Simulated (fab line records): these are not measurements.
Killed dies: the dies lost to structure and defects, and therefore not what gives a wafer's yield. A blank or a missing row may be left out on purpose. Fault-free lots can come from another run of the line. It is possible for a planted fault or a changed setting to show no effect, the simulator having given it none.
Struck lot and sound lot, side by side ; flow ritCmos ; 15 out of 202 route steps
Sound: these wafers, L420.1, L420.3, L420.6. Struck: wafer L433.4. (L433.2, L433.5 of the same lot were not struck and are left out.) The cause comes at the end.
Per side, at each step with rows, come the tool, then ch with its chambers, and then its first start. Under that, the readings that differ: sound wafers ; struck wafers ; difference of the means ; sigmas: that difference in standard deviations of wafers without a fault.
alike: same words and numbers on both sides, and readings whose means sit less than 2 such deviations apart. not compared: any withheld reading, any reading some wafer has no value for, any bound like >300 that may hide the same value, and any number with overlapping values for which the record gives no deviation.
The two part at a step that has a row with sigmas, a row that says differs or no value, or rows on one side only. Numbers that don't overlap but have no deviation are shown without sigmas and don't part them. A reading that every wafer of one side lacks parts them only if that side has two wafers or more.

RIT_GATE_THK_MEAS_07:
  sound: filmMetro-02 at day 3 01:47; struck: filmMetro-01 at day 5 20:10
  alike: GATE_OXIDE_THK
then, 1 step without rows for these wafers: RIT_GATE_CVD_08 (deposits poly-Si from SiH4, target thk 250 nm, time 2220 s).
RIT_GATE_THK_MEAS_09:
  sound: filmMetro-01 at day 3 03:28; struck: filmMetro-01 at day 5 21:50
  alike: GATE_POLY_THK
then, 6 steps without rows for these wafers: RIT_GATE_HMDS_10 (prime time 60 s); RIT_GATE_COAT_11 (resist thk 850 nm); RIT_GATE_SOFTBAKE_12 (time 60 s); RIT_GATE_EXPOSE_13 (exposes mask M6, target cd 150 nm); RIT_GATE_PEB_14; RIT_GATE_DEVELOP_15 (develop time 50 s).
RIT_GATE_CD_MEAS_16: the cd target is 150 nm.
  sound: cdSem-02 at day 3 04:27; struck: cdSem-02 at day 5 22:45
reading;sound;struck;difference;sigmas
cdNm (nm);143.2 145.0 146.4;150.8;+5.9;+3
RIT_GATE_OVL_MEAS_17:
  sound: overlay-02 at day 3 04:34; struck: overlay-02 at day 5 22:52
  alike: GATE_OVL
then, 1 step without rows for these wafers: RIT_GATE_HARDBAKE_18 (time 60 s).
RIT_GATE_ETCH_19: etches poly-Si in SF6/CHF3/O2, stops on SiO2, time 165 s, target depth 312.5 nm.
  sound on rieSi-01 ch 1,2, day 3 04:45; struck on rieSi-02 ch 1, day 5 23:04
reading;sound;struck;difference;sigmas
oesProductAu (a.u.);0.850 0.845 0.855;0.884;+0.034;+3
model.NOVOLAK_of_GATE_COAT_11.thkNm (nm);670.1 671.4 670;673.7;+3.2;
  alike: chamberPressureMTorr, drypumpMotorCurrentA, throttleValvePct
  not compared: rfHoursCounterH
RIT_GATE_STRIP_20: strips in O2, time 180 s.
  sound on plasmaAsher-01 ch 0,1, day 3 04:52; struck on plasmaAsher-04 ch 0, day 5 23:11
  alike: chamberPressureMTorr, drypumpMotorCurrentA
  not compared: rfHoursCounterH
RIT_M1_PROBE_99:
  sound: prober-02 at day 4 00:38; struck: prober-02 at day 6 19:56
reading;sound;struck;difference;sigmas
killedOpen;4 7 7;2;-4;-2
  alike: killedAtContacts, killedAtFrontEnd, killedDies, killedOnRim, killedShort
  not compared: model.etest.polyCombOverSteps.leakLog10AUm

WHERE THEY PART
At RIT_GATE_CD_MEAS_16 first; at RIT_M1_PROBE_99 last (within this record only).

WHY: whatever the simulator had introduced
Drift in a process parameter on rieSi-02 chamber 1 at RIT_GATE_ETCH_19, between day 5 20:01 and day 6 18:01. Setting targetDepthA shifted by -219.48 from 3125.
